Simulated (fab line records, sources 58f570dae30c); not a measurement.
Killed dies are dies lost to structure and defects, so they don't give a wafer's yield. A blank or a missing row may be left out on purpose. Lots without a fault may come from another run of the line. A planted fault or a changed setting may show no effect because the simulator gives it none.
Which tool did it? | flow berkeley_cmos170 | 14 lots, 42 wafers sampled, at 5 steps of a route of 331

WHAT THE GAUGES READ, wafer by wafer
UCB170_M3_THK_MEAS_03: measures by xrf. Usual: M3_AL_THK 901 nm, standard deviation 8.7.
lot  | measured     | on            | M3_AL_THK (nm) | flag
L892 | day 8 03:52  | film_metro-03 | 904 899 906    |
L893 | day 8 13:02  | film_metro-01 | 902 903 892    |
L894 | day 8 13:58  | film_metro-01 | 891 899 893    |
L896 | day 8 14:50  | film_metro-01 | 912 906 905    |
L897 | day 9 10:49  | film_metro-03 | 895 891 893    |
L898 | day 9 21:03  | film_metro-02 | 898 902 892    |
L900 | day 9 21:11  | film_metro-01 | 905 898 906    |
L901 | day 9 21:26  | film_metro-03 | 899 904 898    |
L904 | day 10 15:34 | film_metro-02 | 902 912 907    |
L902 | day 10 19:30 | film_metro-01 | 883 883 886    |
L903 | day 10 22:57 | film_metro-02 | 904 911 906    |
L913 | day 12 10:55 | film_metro-02 | 902 900 907    |
L914 | day 12 10:48 | film_metro-01 | 903 901 894    |
L915 | day 13 02:50 | film_metro-01 | 895 889 898    |

UCB170_M3_CD_MEAS_15: target cd 700 nm. Usual: cd_nm 700.1 nm, standard deviation 1.6.
lot  | measured     | on        | cd_nm (nm)        | flag
L892 | day 8 06:32  | cd_sem-02 | 702.4 700.3 702.1 |
L893 | day 8 14:58  | cd_sem-02 | 700.4 698.8 699.5 |
L894 | day 8 15:45  | cd_sem-02 | 698.1 697.6 697.7 |
L896 | day 8 17:02  | cd_sem-02 | 700.0 698.6 699.1 |
L897 | day 9 14:04  | cd_sem-01 | 701.0 699.7 700.3 |
L898 | day 10 01:28 | cd_sem-02 | 700.1 700.3 701.0 |
L900 | day 10 01:30 | cd_sem-01 | 701.5 701.6 701.2 |
L901 | day 10 01:37 | cd_sem-01 | 700.2 700.0 701.0 |
L904 | day 10 21:14 | cd_sem-01 | 703.5 702.4 702.8 |
L902 | day 10 22:59 | cd_sem-01 | 721.5 722.3 723.6 | OFF
L903 | day 11 01:47 | cd_sem-02 | 717.1 717.3 716.2 | OFF
L913 | day 12 13:53 | cd_sem-01 | 702.6 699.9 700.3 |
L914 | day 12 13:41 | cd_sem-02 | 699.0 700.9 699.7 |
L915 | day 13 06:28 | cd_sem-01 | 702.7 703.4 703.0 |

WHICH TOOL RAN EACH LOT (tool, then ch and the chambers of the sampled wafers, then the start)
lot  | UCB170_M2_STRIP_07                   | UCB170_V2_CMP_02              | UCB170_M3_SOFTBAKE_11
L892 | plasma_asher-04 ch 0,1, day 7 23:09  | cmp-01 ch 1,2, day 8 01:11    | litho_track-01 ch 0, day 8 05:00
L893 | plasma_asher-04 ch 0,1, day 8 07:04  | cmp-02 ch 0,1,3, day 8 09:20  | litho_track-04 ch 0, day 8 14:00
L894 | plasma_asher-03 ch 0, day 8 07:33    | cmp-01 ch 0,2,3, day 8 10:50  | litho_track-01 ch 0, day 8 15:00
L896 | plasma_asher-04 ch 0,1, day 8 09:08  | cmp-01 ch 0,2, day 8 12:14    | litho_track-04 ch 0, day 8 15:00
L897 | plasma_asher-02 ch 0,1, day 9 06:26  | cmp-01 ch 0,3, day 9 08:32    | litho_track-01 ch 0, day 9 12:00
L898 | plasma_asher-03 ch 0,1, day 9 15:17  | cmp-02 ch 0,2,3, day 9 18:14  | litho_track-04 ch 0, day 9 23:00
L900 | plasma_asher-03 ch 0,1, day 9 15:46  | cmp-01 ch 1,2,3, day 9 18:23  | litho_track-01 ch 0, day 9 23:00
L901 | plasma_asher-04 ch 0,1, day 9 16:08  | cmp-02 ch 1,2,3, day 9 18:35  | litho_track-04 ch 0, day 10 00:00
L904 | plasma_asher-03 ch 0,1, day 10 10:07 | cmp-01 ch 0,1,2, day 10 12:26 | litho_track-01 ch 0, day 10 18:00
L902 | plasma_asher-04 ch 0,1, day 10 11:29 | cmp-01 ch 2,3, day 10 15:15   | litho_track-01 ch 0, day 10 21:00
L903 | plasma_asher-04 ch 1, day 10 12:04   | cmp-02 ch 0,3, day 10 15:23   | litho_track-01 ch 0, day 11 00:00
L913 | plasma_asher-03 ch 0,1, day 12 01:38 | cmp-02 ch 0,1,2, day 12 05:31 | litho_track-04 ch 0, day 12 12:00
L914 | plasma_asher-04 ch 0,1, day 12 02:02 | cmp-01 ch 0,1,3, day 12 05:47 | litho_track-03 ch 0, day 12 12:00
L915 | plasma_asher-03 ch 0,1, day 12 20:34 | cmp-02 ch 0,2, day 12 22:45   | litho_track-03 ch 0, day 13 05:00
- UCB170_M2_STRIP_07: strips in O2.
- UCB170_V2_CMP_02: polishes SiO2.
- UCB170_M3_SOFTBAKE_11: time 60 s.

WHAT THE TOOLS THEMSELVES READ (means of the sampled wafers that have a number; where no wafer has one, the mark that the record gives instead)
UCB170_M2_STRIP_07. Usual: chamber_pressure_mTorr 3500 mTorr, standard deviation 3.3; drypump_motor_current_A 5.6 A, standard deviation 0.56; oes_product_au 0.735 a.u., standard deviation 0.0046; strip_time_to_endpoint_s 21.94 s, standard deviation 0.058.
lot  | tool            | chamber_pressure_mTorr (mTorr) | drypump_motor_current_A (A) | oes_product_au (a.u.) | strip_time_to_endpoint_s (s) | flag
L892 | plasma_asher-04 | 3501                           | 6.2                         | 0.737                 | 21.94                        |
L893 | plasma_asher-04 | 3501                           | 6.3                         | 0.738                 | 21.95                        |
L894 | plasma_asher-03 | 3502                           | 5.2                         | 0.735                 | 21.99                        |
L896 | plasma_asher-04 | 3499                           | 6.3                         | 0.736                 | 21.84                        |
L897 | plasma_asher-02 | 3498                           | 5.0                         | 0.735                 | 21.98                        |
L898 | plasma_asher-03 | 3500                           | 5.2                         | 0.738                 | 21.94                        |
L900 | plasma_asher-03 | 3498                           | 5.2                         | 0.733                 | 21.97                        |
L901 | plasma_asher-04 | 3499                           | 6.3                         | 0.731                 | 21.90                        |
L904 | plasma_asher-03 | 3501                           | 5.2                         | 0.739                 | 21.96                        |
L902 | plasma_asher-04 | 3499                           | 6.3                         | 0.740                 | 21.95                        |
L903 | plasma_asher-04 | 3500                           | 6.3                         | 0.735                 | 21.97                        |
L913 | plasma_asher-03 | 3500                           | 5.2                         | 0.732                 | 21.84                        |
L914 | plasma_asher-04 | 3501                           | 6.3                         | 0.734                 | 21.95                        |
L915 | plasma_asher-03 | 3500                           | 5.2                         | 0.734                 | 21.99                        |

UCB170_V2_CMP_02. Usual: motor_current_A 16.4 A, standard deviation 1.4; retaining_ring_pressure_frac 1.001, standard deviation 0.0046.
lot  | tool   | motor_current_A (A) | retaining_ring_pressure_frac | flag
L892 | cmp-01 | 18.1                | 0.999                        |
L893 | cmp-02 | 15.3                | 1.003                        |
L894 | cmp-01 | 17.1                | 1.003                        |
L896 | cmp-01 | 17.9                | 0.996                        |
L897 | cmp-01 | 16.6                | 1.000                        |
L898 | cmp-02 | 15.5                | 1.003                        |
L900 | cmp-01 | 17.0                | 1.000                        |
L901 | cmp-02 | 14.5                | 1.002                        |
L904 | cmp-01 | 17.1                | 1.000                        |
L902 | cmp-01 | 16.9                | 1.001                        |
L903 | cmp-02 | 15.4                | 1.006                        |
L913 | cmp-02 | 15.8                | 1.003                        |
L914 | cmp-01 | 16.5                | 1.002                        |
L915 | cmp-02 | 15.5                | 1.005                        |

UCB170_M3_SOFTBAKE_11. Usual: chill_plate_temp_C 23.01 C, standard deviation 0.11; heater_power_total_W 56.80 W, standard deviation 0.045; run_length_s 89.14 s, standard deviation 0.3.
lot  | tool           | chill_plate_temp_C (C) | heater_power_total_W (W) | run_length_s (s) | flag
L892 | litho_track-01 | 23.02                  | 56.79                    | 88.91            |
L893 | litho_track-04 | 23.05                  | 56.82                    | 89.50            |
L894 | litho_track-01 | 23.01                  | 56.82                    | 88.79            |
L896 | litho_track-04 | 23.11                  | 56.83                    | 89.41            |
L897 | litho_track-01 | 23.02                  | 56.78                    | 88.90            |
L898 | litho_track-04 | 22.98                  | 56.81                    | 89.58            |
L900 | litho_track-01 | 23.12                  | 56.77                    | 88.84            |
L901 | litho_track-04 | 22.95                  | 56.80                    | 89.42            |
L904 | litho_track-01 | 22.92                  | 56.83                    | 88.79            |
L902 | litho_track-01 | 23.10                  | 79.59                    | 44.94            | OFF
L903 | litho_track-01 | 23.04                  | 79.57                    | 45.06            | OFF
L913 | litho_track-04 | 23.00                  | 56.79                    | 89.55            |
L914 | litho_track-03 | 22.97                  | 56.76                    | 89.15            |
L915 | litho_track-03 | 22.92                  | 56.82                    | 89.12            |

THE ANSWER, worked out from the rows above alone
Rule: a lot is off if the mean of its wafers that have a number lies more than 3 standard deviations from the usual mean. A lot without any number at a reading at which 4 lots or more have one is off too. The other lots that the step has rows for count as sound. The gauges are gone through in route order, then the tools' own readings, and for those a lot's mean is taken as printed above. The first step at which some lot is off is used, and at that step the reading that is off furthest; a lot without a number counts as furthest.
Off: L902, L903, at UCB170_M3_CD_MEAS_15 (cd_nm).
A tool fits if, at a process step before that reading, it ran every lot that is off, and no sound lot after the first of them. The gauges at UCB170_M3_CD_MEAS_15 aren't tried: what is off there is off at UCB170_M3_SOFTBAKE_11 too, on other tools, and a gauge's error can't cause that. One fits: litho_track-01 at UCB170_M3_SOFTBAKE_11. Its last sound lot is L904 (day 10 18:00), its first lot that is off L902 (day 10 21:00): a fault that began between those two fits.
The tool's own readings at UCB170_M3_SOFTBAKE_11 bear it out: on the lots that are off they differ by more than 5 times the standard deviation of the sound lots' means. heater_power_total_W reads 79.58 W there against 56.80 W on the sound lots; run_length_s reads 45.00 s there against 89.16 s on the sound lots.

WHAT THE SIMULATOR HAD PUT IN
Process parameter drift: litho_track-01, from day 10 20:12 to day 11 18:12, at UCB170_M3_SOFTBAKE_11. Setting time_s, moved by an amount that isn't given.
Lots struck among those shown: L902, L903. The rule above found the same.
